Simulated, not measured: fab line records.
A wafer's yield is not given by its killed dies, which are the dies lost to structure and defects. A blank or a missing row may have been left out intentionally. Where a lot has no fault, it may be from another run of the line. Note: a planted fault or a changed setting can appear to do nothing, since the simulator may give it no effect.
fab line records | flow rit-cmos
[record] lots = 15 | wafers = 45 | last-day = 6
route steps=202 shown M1@200
lots untouched by any fault: they come from a run of this same line in which no faults occurred
start-h: hours from the record's first day to the start of the lot's first wafer shown | wait-h: how many hours have passed since the lot's step before this one | " unchanged from the row above | L1.1+2: one row covering several wafers at once | - either no value or no given start | * or withheld: withheld | < > ~ a bound
route shown NAME@n: names a module that has steps shown in the file, with the first one's number in the route | usual: mean and standard deviation over wafers with no fault | same: alike in all rows | chamber/n: place in a boat | sites: per-site readings | _std_site: standard deviation across them | _edge_site: outer sites' mean less inner sites' | radius-mm: for every site, how far away it sits from the centre of the wafer | mask NAME#n: copy n | behind: the last tool/chamber to shape the wafer | hold: why the lot went on hold/how many hours it stayed there/how the hold came to an end | device: the n, p or np transistor that did not switch | end of line: the tests these same wafers got at the end of their route | where a step has no rows: the recipe by itself | killed: not the wafer's yield, but the dies lost to structure and defects at the first sort | map: shows each die of a wafer: x if killed, . if not, _ if none is there
set.NAME: the setting as run; set.NAME@STEP: as run at that earlier step | model.NAME: the simulator's own value behind a step, which no gauge read
a sample of lots followed through the steps of the route, with each step as a table and each wafer as a row
[[steps]]
[step RIT_M1_ANNEAL_15]
[recipe] temp-c = 450 | time-s = 1800 | ambient = forming_gas_H2N2
[usual] spike-tc-centre-C = 453.4/0.99 | spike-tc-load-C = 469.3/1.1 | spike-tc-source-C = 469.7/1 | tube-center-temp-C = 450/0.039 | tube_center_temp_C_max = 451.17/0.19 | zone-power-centre-pct = 20.18/0.2 | zone-power-load-pct = 6.76/0.072 | zone-power-source-pct = 7.27/0.076
lot.wafer | tool       | chamber | start-h | wait-h | spike-tc-centre-C | spike-tc-load-C | spike-tc-source-C | tube-center-temp-C | tube_center_temp_C_max | zone-power-centre-pct | zone-power-load-pct | zone-power-source-pct
L335.1    | furnace-02 | 0       | 60.56   | 0.1    | 453.6             | 469.9           | 469.7             | 450.09             | 451.07                 | 20.10                 | 6.74                | 7.14
L335.3    | "          | 0       | "       | "      | 454.1             | 469.9           | 469.0             | 450.02             | 451.14                 | 20.22                 | 6.67                | 7.31
L335.6    | "          | 0       | "       | "      | 453.9             | 467.7           | 469.8             | 450.07             | 451.13                 | 19.74                 | 6.77                | 7.23
L336.1    | furnace-02 | 0       | 66.53   | 0.1    | 453.2             | 468.7           | 468.7             | 449.98             | 451.27                 | 20.28                 | 6.88                | 7.22
L336.3    | "          | 0       | "       | "      | 452.9             | 468.4           | 470.1             | 450.05             | 451.22                 | 19.99                 | 6.85                | 7.32
L336.5    | "          | 0       | "       | "      | 455.6             | 467.7           | 471.4             | 450                | 450.96                 | 20.29                 | 6.64                | 7.16
L337.1    | furnace-02 | 0       | 76.13   | 0.1    | 453.8             | 467.9           | 468.6             | 449.98             | 451.14                 | 20.08                 | 6.77                | 7.30
L337.4    | "          | 0       | "       | "      | 454.9             | 468.9           | 471.6             | 449.99             | 450.91                 | 20.67                 | 6.83                | 7.19
L337.5    | "          | 0       | "       | "      | 453.2             | 469.2           | 469.8             | 449.99             | 451.03                 | 20.22                 | 6.70                | 7.25
L338.3    | furnace-02 | 0       | 80.75   | 0.1    | 452.3             | 468.2           | 471.9             | 449.98             | 451.00                 | 20.18                 | 6.73                | 7.28
L338.4    | "          | 0       | "       | "      | 455.5             | 469.4           | 467.9             | 450                | 451.03                 | 20.22                 | 6.78                | 7.32
L338.6    | "          | 0       | "       | "      | 454.0             | 469.6           | 469.2             | 449.99             | 451.11                 | 20.46                 | 6.74                | 7.25
L339.1    | furnace-02 | 0       | 85.26   | 0.1    | 452.6             | 468.3           | 469.8             | 450                | 451.35                 | 20.04                 | 6.82                | 7.22
L339.2    | "          | 0       | "       | "      | 452.3             | 469.2           | 470.3             | 450.04             | 451.27                 | 20.11                 | 6.87                | 7.36
L339.6    | "          | 0       | "       | "      | 453.4             | 470.8           | 470.4             | 449.98             | 451.10                 | 20.03                 | 6.77                | 7.27
L340.1    | furnace-02 | 0       | 90.12   | 0.1    | 452.7             | 468.1           | 468.6             | 450.05             | 451.09                 | 20.67                 | 6.90                | 7.19
L340.3    | "          | 0       | "       | "      | 452.1             | 467.9           | 468.0             | 450.09             | 451.40                 | 20.06                 | 6.68                | 7.17
L340.4    | "          | 0       | "       | "      | 455.5             | 468.8           | 471.2             | 450.05             | 451.32                 | 20.32                 | 6.64                | 7.24
L341.1    | furnace-02 | 0       | 96.80   | 0.1    | 453.3             | 470.5           | 468.8             | 450.01             | 451.41                 | 20.47                 | 6.71                | 7.24
L341.3    | "          | 0       | "       | "      | 453.2             | 468.4           | 469.9             | 450.02             | 451.40                 | 20.33                 | 6.77                | 7.28
L341.6    | "          | 0       | "       | "      | 452.4             | 469.2           | 470.6             | 450.03             | 451.45                 | 20.55                 | 6.85                | 7.22
L342.1    | furnace-02 | 0       | 103.15  | 0.1    | 451.5             | 468.1           | 469.2             | 449.98             | 451.02                 | 20.29                 | 6.77                | 7.27
L342.2    | "          | 0       | "       | "      | 454.7             | 468.3           | 468.4             | 450.01             | 450.89                 | 20.31                 | 6.84                | 7.27
L342.3    | "          | 0       | "       | "      | 454.3             | 469.9           | 468.7             | 449.99             | 451.21                 | 20.13                 | 6.67                | 7.35
L343.2    | furnace-02 | 0       | 105.82  | 0.1    | 453.2             | 469.6           | 470.4             | 450.02             | 451.58                 | 20.16                 | 6.74                | 7.31
L343.4    | "          | 0       | "       | "      | 453.0             | 470.5           | 470.4             | 449.96             | 450.85                 | 20.02                 | 6.75                | 7.29
L343.5    | "          | 0       | "       | "      | 452.6             | 469.2           | 468.9             | 450                | 451.06                 | 20.31                 | 6.77                | 7.19
L344.3    | furnace-02 | 0       | 108.54  | 0.1    | 455.0             | 469.3           | 471.0             | 450.02             | 451.00                 | 20.11                 | 6.83                | 7.29
L344.5    | "          | 0       | "       | "      | 451.3             | 470.4           | 468.8             | 449.97             | 451.11                 | 20.23                 | 6.69                | 7.29
L344.6    | "          | 0       | "       | "      | 451.8             | 470.3           | 470.7             | 449.94             | 450.89                 | 20.32                 | 6.75                | 7.23
L345.3    | furnace-02 | 0       | 112.74  | 0.1    | 453.8             | 470.6           | 469.8             | 450.03             | 450.97                 | 19.76                 | 6.88                | 7.30
L345.4    | "          | 0       | "       | "      | 452.3             | 469.4           | 469.9             | 450.01             | 451.47                 | 19.90                 | 6.73                | 7.33
L345.6    | "          | 0       | "       | "      | 454.3             | 468.4           | 468.7             | 450.01             | 451.11                 | 19.86                 | 6.79                | 7.33
L346.3    | furnace-02 | 0       | 116.26  | 0.1    | 498.8             | 517.0           | 514.3             | 495.02             | 496.08                 | 22.23                 | 7.97                | 8.55
L346.5    | "          | 0       | "       | "      | 498.3             | 516.4           | 516.1             | 495                | 496.12                 | 22.12                 | 8.07                | 8.39
L346.6    | "          | 0       | "       | "      | 499.4             | 514.6           | 515.8             | 494.96             | 495.96                 | 22.31                 | 7.74                | 8.51
L347.2    | furnace-02 | 0       | 121.18  | 0.1    | 499.1             | 515.1           | 515.3             | 494.98             | 496.17                 | 22.28                 | 7.96                | 8.48
L347.3    | "          | 0       | "       | "      | 499.1             | 515.0           | 515.4             | 495.03             | 496.21                 | 22.45                 | 7.64                | 8.59
L347.5    | "          | 0       | "       | "      | 498.8             | 514.0           | 516.2             | 495.01             | 496.07                 | 22.26                 | 7.85                | 8.45
L348.4    | furnace-02 | 0       | 125.39  | 0.0    | 498.7             | 514.0           | 516.4             | 494.95             | 496.07                 | 22.61                 | 7.86                | 8.59
L348.5    | "          | 0       | "       | "      | 498.5             | 514.5           | 513.3             | 494.92             | 495.84                 | 22.36                 | 7.73                | 8.45
L348.6    | "          | 0       | "       | "      | 498.9             | 517.7           | 514.9             | 494.95             | 495.93                 | 22.27                 | 7.87                | 8.51
L349.1    | furnace-02 | 0       | 133.30  | 0.1    | 500.2             | 515.4           | 516.7             | 494.97             | 495.83                 | 22.52                 | 7.84                | 8.39
L349.2    | "          | 0       | "       | "      | 497.7             | 515.5           | 516.6             | 494.95             | 496.72                 | 22.39                 | 7.88                | 8.50
L349.5    | "          | 0       | "       | "      | 498.8             | 515.0           | 515.0             | 495                | 495.89                 | 22.61                 | 7.84                | 8.55
[step RIT_M1_PROBE_99]
[usual] defect-limited-yield = 97.4/1.2 | killed-at-contacts = 0.1/0.36 | killed-at-front-end = 7/3.1 | killed-dies = 7/3.1 | killed-open = 3.6/2.1 | killed-short = 3.2/1.9
[same] gross-dies = 264 | killed_at_M0_to_M3 = 0 | killed_at_M4_up = 0 | killed-at-back-side = 0 | killed-at-other = 0
lot.wafer | tool      | chamber | start-h | wait-h | defect-limited-yield[%] | killed-at-contacts | killed-at-front-end | killed-dies | killed-open | killed-short
L335.1    | prober-01 | -       | 62.18   | 0.1    | 97.7                    | 0                  | 6                   | 6           | 4           | 2
L335.3    | prober-01 | -       | 62.28   | 0.2    | 97.7                    | 0                  | 6                   | 6           | 1           | 5
L335.6    | prober-01 | -       | 62.43   | 0.2    | 96.6                    | 0                  | 9                   | 9           | 4           | 5
L336.1    | prober-02 | -       | 68.15   | 0.1    | 94.7                    | 0                  | 14                  | 14          | 6           | 8
L336.3    | prober-02 | -       | 68.25   | 0.2    | 95.8                    | 0                  | 11                  | 11          | 5           | 6
L336.5    | prober-02 | -       | 68.35   | 0.2    | 95.1                    | 0                  | 13                  | 13          | 6           | 7
L337.1    | prober-01 | -       | 77.75   | 0.1    | 99.6                    | 0                  | 1                   | 1           | 1           | 0
L337.4    | prober-01 | -       | 77.90   | 0.2    | 97.7                    | 0                  | 6                   | 6           | 2           | 4
L337.5    | prober-01 | -       | 77.95   | 0.2    | 97.0                    | 0                  | 8                   | 8           | 4           | 4
L338.3    | prober-02 | -       | 82.47   | 0.2    | 97.7                    | 0                  | 6                   | 6           | 1           | 5
L338.4    | prober-02 | -       | 82.52   | 0.2    | 97.0                    | 0                  | 8                   | 8           | 5           | 3
L338.6    | prober-02 | -       | 82.62   | 0.2    | 97.7                    | 0                  | 6                   | 6           | 2           | 4
L339.1    | prober-01 | -       | 86.88   | 0.1    | 97.0                    | 0                  | 8                   | 8           | 5           | 3
L339.2    | prober-01 | -       | 86.93   | 0.1    | 97.7                    | 0                  | 6                   | 6           | 5           | 1
L339.6    | prober-01 | -       | 87.13   | 0.2    | 98.1                    | 0                  | 5                   | 5           | 2           | 3
L340.1    | prober-02 | -       | 91.74   | 0.1    | 97.7                    | 0                  | 6                   | 6           | 3           | 3
L340.3    | prober-02 | -       | 91.84   | 0.2    | 98.1                    | 0                  | 5                   | 5           | 3           | 2
L340.4    | prober-02 | -       | 91.89   | 0.2    | 96.6                    | 0                  | 9                   | 9           | 6           | 3
L341.1    | prober-01 | -       | 98.42   | 0.1    | 97.7                    | 0                  | 6                   | 6           | 3           | 3
L341.3    | prober-01 | -       | 98.52   | 0.2    | 97.0                    | 0                  | 8                   | 8           | 2           | 6
L341.6    | prober-01 | -       | 98.67   | 0.2    | 97.0                    | 0                  | 8                   | 8           | 6           | 2
L342.1    | prober-02 | -       | 104.77  | 0.1    | 94.3                    | 0                  | 15                  | 15          | 8           | 7
L342.2    | prober-02 | -       | 104.82  | 0.1    | 98.1                    | 1                  | 4                   | 5           | 3           | 2
L342.3    | prober-02 | -       | 104.87  | 0.2    | 97.0                    | 2                  | 6                   | 8           | 4           | 4
L343.2    | prober-01 | -       | 107.49  | 0.1    | 98.1                    | 0                  | 5                   | 5           | 3           | 2
L343.4    | prober-01 | -       | 107.59  | 0.2    | 97.0                    | 0                  | 8                   | 8           | 4           | 4
L343.5    | prober-01 | -       | 107.64  | 0.2    | 97.0                    | 1                  | 7                   | 8           | 3           | 5
L344.3    | prober-02 | -       | 110.26  | 0.2    | 96.6                    | 0                  | 9                   | 9           | 5           | 4
L344.5    | prober-02 | -       | 110.36  | 0.2    | 95.1                    | 0                  | 13                  | 13          | 7           | 6
L344.6    | prober-02 | -       | 110.41  | 0.2    | 98.9                    | 0                  | 3                   | 3           | 1           | 2
L345.3    | prober-01 | -       | 114.46  | 0.2    | 97.0                    | 0                  | 8                   | 8           | 6           | 2
L345.4    | prober-01 | -       | 114.51  | 0.2    | 98.1                    | 0                  | 5                   | 5           | 3           | 2
L345.6    | prober-01 | -       | 114.61  | 0.2    | 98.9                    | 0                  | 3                   | 3           | 2           | 1
L346.3    | prober-02 | -       | 117.98  | 0.2    | 97.3                    | 0                  | 7                   | 7           | 4           | 3
L346.5    | prober-02 | -       | 118.08  | 0.2    | 98.9                    | 0                  | 3                   | 3           | 3           | 0
L346.6    | prober-02 | -       | 118.13  | 0.2    | 96.2                    | 0                  | 10                  | 10          | 5           | 5
L347.2    | prober-01 | -       | 122.85  | 0.1    | 96.6                    | 0                  | 9                   | 9           | 2           | 7
L347.3    | prober-01 | -       | 122.90  | 0.2    | 95.1                    | 0                  | 13                  | 13          | 9           | 3
L347.5    | prober-01 | -       | 123.00  | 0.2    | 98.1                    | 0                  | 5                   | 5           | 2           | 2
L348.4    | prober-02 | -       | 127.16  | 0.2    | 95.8                    | 0                  | 11                  | 11          | 6           | 5
L348.5    | prober-02 | -       | 127.21  | 0.2    | 97.0                    | 0                  | 8                   | 8           | 4           | 4
L348.6    | prober-02 | -       | 127.26  | 0.2    | 97.7                    | 0                  | 6                   | 6           | 2           | 4
L349.1    | prober-01 | -       | 134.92  | 0.1    | 98.9                    | 0                  | 3                   | 3           | 0           | 3
L349.2    | prober-01 | -       | 134.97  | 0.1    | 95.8                    | 0                  | 11                  | 11          | 3           | 8
L349.5    | prober-01 | -       | 135.12  | 0.2    | 96.2                    | 0                  | 10                  | 10          | 6           | 4
// killed by level:class
L335.1 SPACER:geometric-particle:open=3 GATE:geometric-particle:short=1 GATE:geometric-particle:open=1 REOX:geometric-particle:short=1
L335.3 GATE:geometric-particle:short=2 ACTIVE:geometric-particle:short=1 FOX2:geometric-particle:open=1 FOX2:geometric-particle:short=1 SPACER:geometric-particle:short=1
L335.6 SPACER:geometric-particle:open=2 FOX1:geometric-particle:short=1 FOX2:geometric-particle:open=1 GATE:geometric-particle:open=1 GATE:geometric-particle:short=1 REOX:geometric-particle:short=1 SPACER:geometric-particle:short=1 SILICIDE:geometric-particle:short=1
L336.1 SPACER:geometric-particle:short=3 SILICIDE:geometric-particle:short=3 GATE:geometric-particle:short=2 REOX:geometric-particle:open=2 FOX1:geometric-particle:open=1 GATE:geometric-particle:open=1 SPACER:geometric-particle:open=1 SILICIDE:geometric-particle:open=1
L336.3 GATE:geometric-particle:short=3 GATE:geometric-particle:open=2 SILICIDE:geometric-particle:short=2 ACTIVE:geometric-particle:open=1 REOX:geometric-particle:open=1 SPACER:geometric-particle:short=1 SILICIDE:geometric-particle:open=1
L336.5 GATE:geometric-particle:short=4 GATE:geometric-particle:open=2 SILICIDE:geometric-particle:open=2 SILICIDE:geometric-particle:short=2 REOX:geometric-particle:open=1 SPACER:geometric-particle:open=1 SPACER:geometric-particle:short=1
L337.1 REOX:geometric-particle:open=1
L337.4 FOX1:geometric-particle:short=1 GATE:geometric-particle:short=1 GATE:geometric-particle:open=1 SPACER:geometric-particle:open=1 SPACER:geometric-particle:short=1 SILICIDE:geometric-particle:short=1
L337.5 REOX:geometric-particle:short=2 FOX2:geometric-particle:open=1 GATE:geometric-particle:open=1 REOX:geometric-particle:open=1 SPACER:geometric-particle:open=1 SPACER:geometric-particle:short=1 SILICIDE:geometric-particle:short=1
L338.3 FOX1:geometric-particle:short=2 GATE:geometric-particle:short=1 REOX:geometric-particle:open=1 REOX:geometric-particle:short=1 SILICIDE:geometric-particle:short=1
L338.4 FOX1:geometric-particle:open=2 FOX2:geometric-particle:open=2 GATE:geometric-particle:open=1 GATE:geometric-particle:short=1 REOX:geometric-particle:short=1 SPACER:geometric-particle:short=1
L338.6 GATE:geometric-particle:short=2 FOX1:geometric-particle:short=1 GATE:geometric-particle:open=1 REOX:geometric-particle:open=1 SPACER:geometric-particle:short=1
L339.1 FOX1:geometric-particle:open=2 GATE:geometric-particle:open=2 SPACER:geometric-particle:short=2 REOX:geometric-particle:short=1 SPACER:geometric-particle:open=1
L339.2 GATE:geometric-particle:open=2 REOX:geometric-particle:open=2 FOX1:geometric-particle:open=1 SPACER:geometric-particle:short=1
L339.6 SILICIDE:geometric-particle:short=2 FOX1:geometric-particle:short=1 GATE:geometric-particle:open=1 SILICIDE:geometric-particle:open=1
L340.1 GATE:geometric-particle:open=2 FOX1:geometric-particle:short=1 FOX2:geometric-particle:short=1 SPACER:geometric-particle:short=1 SILICIDE:geometric-particle:open=1
L340.3 FOX2:geometric-particle:open=2 GATE:geometric-particle:open=1 GATE:geometric-particle:short=1 REOX:geometric-particle:short=1
L340.4 GATE:geometric-particle:open=2 GATE:geometric-particle:short=2 FOX1:geometric-particle:open=1 FOX2:geometric-particle:open=1 REOX:geometric-particle:open=1 SPACER:geometric-particle:open=1 SILICIDE:geometric-particle:short=1
L341.1 SILICIDE:geometric-particle:short=2 REOX:geometric-particle:short=1 REOX:geometric-particle:open=1 SPACER:geometric-particle:open=1 SILICIDE:geometric-particle:open=1
L341.3 GATE:geometric-particle:short=3 GATE:geometric-particle:open=2 SPACER:geometric-particle:short=2 REOX:geometric-particle:short=1
L341.6 FOX2:geometric-particle:open=2 GATE:geometric-particle:open=2 REOX:geometric-particle:open=2 GATE:geometric-particle:short=1 REOX:geometric-particle:short=1
L342.1 GATE:geometric-particle:short=4 GATE:geometric-particle:open=3 SPACER:geometric-particle:open=2 FOX1:geometric-particle:short=1 FOX2:geometric-particle:open=1 REOX:geometric-particle:open=1 SPACER:geometric-particle:short=1 SILICIDE:geometric-particle:open=1
L342.2 FOX1:geometric-particle:open=1 REOX:geometric-particle:short=1 SPACER:geometric-particle:open=1 SPACER:geometric-particle:short=1 CONTACT:geometric-particle:open=1
L342.3 GATE:geometric-particle:short=2 REOX:geometric-particle:open=2 FOX1:geometric-particle:open=1 SPACER:geometric-particle:short=1 CONTACT:geometric-particle:open=1 CONTACT:geometric-particle:short=1
L343.2 GATE:geometric-particle:open=3 GATE:geometric-particle:short=2
L343.4 GATE:geometric-particle:open=3 GATE:geometric-particle:short=3 REOX:geometric-particle:open=1 SPACER:geometric-particle:short=1
L343.5 GATE:geometric-particle:open=3 SILICIDE:geometric-particle:short=2 FOX2:geometric-particle:short=1 GATE:geometric-particle:short=1 CONTACT:geometric-particle:short=1
L344.3 FOX1:geometric-particle:open=3 FOX1:geometric-particle:short=2 FOX2:geometric-particle:open=2 FOX2:geometric-particle:short=2
L344.5 GATE:geometric-particle:open=3 GATE:geometric-particle:short=2 SPACER:geometric-particle:short=2 FOX1:geometric-particle:open=1 FOX2:geometric-particle:short=1 REOX:geometric-particle:open=1 SPACER:geometric-particle:open=1 SILICIDE:geometric-particle:open=1
L344.6 FOX1:geometric-particle:open=1 FOX2:geometric-particle:short=1 SILICIDE:geometric-particle:short=1
L345.3 GATE:geometric-particle:open=4 GATE:geometric-particle:short=2 REOX:geometric-particle:open=1 SILICIDE:geometric-particle:open=1
L345.4 GATE:geometric-particle:open=2 GATE:geometric-particle:short=1 REOX:geometric-particle:short=1 REOX:geometric-particle:open=1
L345.6 GATE:geometric-particle:open=2 FOX1:geometric-particle:short=1
L346.3 FOX1:geometric-particle:short=1 GATE:geometric-particle:short=1 GATE:geometric-particle:open=1 REOX:geometric-particle:open=1 SPACER:geometric-particle:open=1 SPACER:geometric-particle:short=1 SILICIDE:geometric-particle:open=1
L346.5 SPACER:geometric-particle:open=2 SILICIDE:geometric-particle:open=1
L346.6 SPACER:geometric-particle:short=3 SPACER:geometric-particle:open=3 FOX1:geometric-particle:short=1 FOX1:geometric-particle:open=1 FOX2:geometric-particle:short=1 GATE:geometric-particle:open=1
L347.2 REOX:geometric-particle:short=2 SPACER:geometric-particle:short=2 FOX2:geometric-particle:short=1 GATE:geometric-particle:short=1 SPACER:geometric-particle:open=1 SILICIDE:geometric-particle:short=1 SILICIDE:geometric-particle:open=1
L347.3 SILICIDE:geometric-particle:open=4 REOX:geometric-particle:open=3 SPACER:geometric-particle:open=2 FOX1:geometric-particle:short=1 SPACER:geometric-particle:short=1 SILICIDE:geometric-particle:short=1 NWELL:coat-microbubble-printed=1
L347.5 SILICIDE:geometric-particle:short=2 GATE:geometric-particle:open=1 REOX:geometric-particle:open=1 NWELL:coat-microbubble-printed=1
L348.4 GATE:geometric-particle:open=2 GATE:geometric-particle:short=2 SILICIDE:geometric-particle:short=2 FOX1:geometric-particle:open=1 FOX2:geometric-particle:open=1 REOX:geometric-particle:open=1 SPACER:geometric-particle:short=1 SPACER:geometric-particle:open=1
L348.5 SPACER:geometric-particle:short=3 GATE:geometric-particle:open=2 FOX1:geometric-particle:open=1 FOX1:geometric-particle:short=1 SPACER:geometric-particle:open=1
L348.6 GATE:geometric-particle:short=2 FOX1:geometric-particle:short=1 GATE:geometric-particle:open=1 REOX:geometric-particle:short=1 SPACER:geometric-particle:open=1
L349.1 SPACER:geometric-particle:short=2 SILICIDE:geometric-particle:short=1
L349.2 GATE:geometric-particle:short=4 GATE:geometric-particle:open=3 FOX1:geometric-particle:short=2 FOX2:geometric-particle:short=1 SILICIDE:geometric-particle:short=1
L349.5 GATE:geometric-particle:open=3 FOX1:geometric-particle:open=1 FOX2:geometric-particle:short=1 FOX2:geometric-particle:open=1 GATE:geometric-particle:short=1 REOX:geometric-particle:open=1 SPACER:geometric-particle:short=1 SILICIDE:geometric-particle:short=1
[[key]]
[first-sign] step = RIT_M1_ANNEAL_15 | reading = tube-center-temp-C | direction = up | sigmas = 99+ | usual = * | struck = *
[effect] step = RIT_M1_ANNEAL_15 | reading = tube_center_temp_C_max | direction = up | sigmas = 99+ | usual = * | struck = *
met-at RIT_M1_ANNEAL_15
struck-lots L346,L347,L348,L349
onset-between 112.74 116.26
[fault] kind = process-parameter-drift | tool = furnace-02 | chamber = - | onset-h = 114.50 | steps = RIT_M1_ANNEAL_15 | channel = temp-c | offset = * | shape = step | end-h = 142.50 | stated = *
